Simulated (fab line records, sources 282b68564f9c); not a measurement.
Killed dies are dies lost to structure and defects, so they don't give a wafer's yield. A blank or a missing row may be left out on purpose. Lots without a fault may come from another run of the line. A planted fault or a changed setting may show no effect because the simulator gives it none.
Tool commonality check | flow rit_cmos | 14 lots, 42 wafers sampled

WHY IT WAS OPENED
At RIT_GATE_THK_MEAS_07 the reading GATE_OXIDE_THK is flagged on 2 of 14 lots. Wafers without a fault read 3.01 nm, standard deviation 0.067.
Rule: a lot is flagged when every wafer of it that has a number lies more than 4 standard deviations from that mean, or none has a number. The other lots count as sound.

lot  | measured    | on            | GATE_OXIDE_THK (nm), wafer by wafer | flag
L734 | day 2 19:13 | film_metro-03 | 3.01 3.01 2.98                      |
L735 | day 2 20:31 | film_metro-03 | 3.04 3.04 3.02                      |
L737 | day 3 04:37 | film_metro-04 | 5.20 5.03 5.13                      | FLAGGED
L738 | day 3 09:22 | film_metro-03 | 5.27 5.15 5.19                      | FLAGGED
L746 | day 4 22:01 | film_metro-04 | 3.02 3.09 3.06                      |
L748 | day 5 07:09 | film_metro-04 | 2.92 3.03 2.90                      |
L750 | day 5 17:38 | film_metro-04 | 2.99 3.01 2.92                      |
L751 | day 5 22:24 | film_metro-03 | 3.01 2.97 3.04                      |
L752 | day 6 03:20 | film_metro-03 | 2.95 3.00 3.10                      |
L753 | day 6 08:24 | film_metro-04 | 3.01 3.10 3.02                      |
L754 | day 6 13:35 | film_metro-03 | 3.05 3.01 3.02                      |
L755 | day 6 18:38 | film_metro-04 | 2.94 2.96 2.93                      |
L756 | day 6 23:38 | film_metro-03 | 3.02 2.94 2.97                      |
L757 | day 7 04:47 | film_metro-04 | 3.19 3.20 3.16                      |
The numbers of the flagged lots are 5.16 nm on average: +2.15 nm against the usual, or +32 standard deviations.

WHICH TOOL RAN EACH LOT
The record holds 1 process step before the reading, out of a route of 202 steps. In each cell: the tool, then ch and the chambers that the sampled wafers went through, then the start.
lot  | flag    | RIT_GATE_OXIDATION_05
L734 |         | furnace-01 ch 0, day 2 17:52
L735 |         | furnace-01 ch 0, day 2 19:12
L737 | FLAGGED | furnace-01 ch 0, day 3 01:22 and furnace-02 ch 0, day 3 02:46
L738 | FLAGGED | furnace-02 ch 0, day 3 05:34 and furnace-01 ch 0, day 3 06:49
L746 |         | furnace-01 ch 0, day 4 20:41
L748 |         | furnace-02 ch 0, day 5 05:49
L750 |         | furnace-04 ch 0, day 5 15:31
L751 |         | furnace-01 ch 0, day 5 21:03
L752 |         | furnace-01 ch 0, day 6 02:01
L753 |         | furnace-04 ch 0, day 6 07:04
L754 |         | furnace-04 ch 0, day 6 12:03
L755 |         | furnace-01 ch 0, day 6 17:19
L756 |         | furnace-04 ch 0, day 6 22:19
L757 |         | furnace-04 ch 0, day 7 03:28
What these steps do:
- RIT_GATE_OXIDATION_05: target thk 3 nm, ox time 270 s.
- RIT_GATE_THK_MEAS_07

FLAGGED OVER TOTAL, TOOL BY TOOL (the gauges that took the reading come last)
step                  | tool          | lots run | flagged | share of the flagged lots | sound lots run after its first flagged lot
RIT_GATE_OXIDATION_05 | furnace-01    | 8        | 2       | all                       | 4 (L746,L751,L752,L755)
RIT_GATE_OXIDATION_05 | furnace-02    | 3        | 2       | all                       | 1 (L748)
RIT_GATE_OXIDATION_05 | furnace-04    | 5        | 0       | none                      | -
RIT_GATE_THK_MEAS_07  | film_metro-03 | 7        | 1       | some                      | 4 (L751,L752,L754,L756)
RIT_GATE_THK_MEAS_07  | film_metro-04 | 7        | 1       | some                      | 6 (L746,L748,L750,L753,L755,L757)

WHAT THE TABLE ALLOWS
2 rows of the table ran every flagged lot: furnace-01 at RIT_GATE_OXIDATION_05, furnace-02 at RIT_GATE_OXIDATION_05.
- furnace-01 at RIT_GATE_OXIDATION_05: 2 of its 8 lots flagged. Sound lots ran on it after the first flagged one (L746, L751, L752, L755), which a lasting fault on the whole tool wouldn't allow.
- furnace-02 at RIT_GATE_OXIDATION_05: 2 of its 3 lots flagged. Sound lots ran on it after the first flagged one (L748), which a lasting fault on the whole tool wouldn't allow.
No row of the table ran every flagged lot and no sound lot after the first.

WHAT THE SIMULATOR HAD PUT IN
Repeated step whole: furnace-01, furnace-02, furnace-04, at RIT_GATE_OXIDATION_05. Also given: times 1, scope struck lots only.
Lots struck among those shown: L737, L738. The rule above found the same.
